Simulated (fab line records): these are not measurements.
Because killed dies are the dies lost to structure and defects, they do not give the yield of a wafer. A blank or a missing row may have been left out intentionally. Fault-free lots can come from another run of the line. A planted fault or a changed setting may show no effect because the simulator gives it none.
Chamber matching ; flow berkeley cmos170 ; UCB170_V2_CMP_02 on cmp-01: 4 sister chambers
The step polishes SiO2. 16 wafers are shown with their chamber, then 8 later ones without.

## WAFERS PAIRED WITH THEIR CHAMBERS
wafer;chamber;motor current A (A)
L144.1;0;15.8
L144.3;1;12.9
L144.4;3;17.0
L154.1;3;18.2
L154.3;0;16.5
L154.5;1;13.6
L156.1;0;15.7
L156.5;2;13.9
L156.6;3;17.3
L159.2;1;13.4
L159.4;3;17.0
L159.5;1;13.7
L158.2;3;18.9
L158.5;1;13.5
L158.6;2;13.8
L160.2;1;12.9

SIGNATURES (averages over the wafers above)
reading;chamber 0;chamber 1;chamber 2;chamber 3;scatter within a chamber
motor current A;16.000;13.333;13.850;17.680;0.565
Rule: for a wafer and a chamber, the distance is found by dividing, reading by reading, the gap between the wafer's reading and the chamber's mean by the reading's scatter, squaring, summing and taking the root. If the next closest chamber is less than 2 further off than the closest, the wafer can't be placed; otherwise it belongs to the closest. The scatter: take each reading less its chamber's mean, square it, sum over the shown wafers, divide by the number of wafers less the number of chambers, and take the root.

## WAFERS MISSING THEIR CHAMBER
wafer;motor current A (A)
L160.4;15.3
L160.6;18.5
L163.2;18.6
L163.3;14.5
L163.6;13.7
L165.1;14.6
L165.2;18.4
L165.5;14.0

## WHICH CHAMBER EACH WENT THROUGH
wafer;from the rows above;in truth
L160.4;can't be placed: 0 or 2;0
L160.6;3;3
L163.2;3;3
L163.3;can't be placed: 2 or 1 or 0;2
L163.6;can't be placed: 2 or 1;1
L165.1;can't be placed: 2 or 1 or 0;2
L165.2;3;3
L165.5;can't be placed: 2 or 1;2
Placed correctly: 3 of 8. Cannot be placed on the basis of these rows: 5; the candidates contain the true chamber in 5. Placed wrongly: 0.
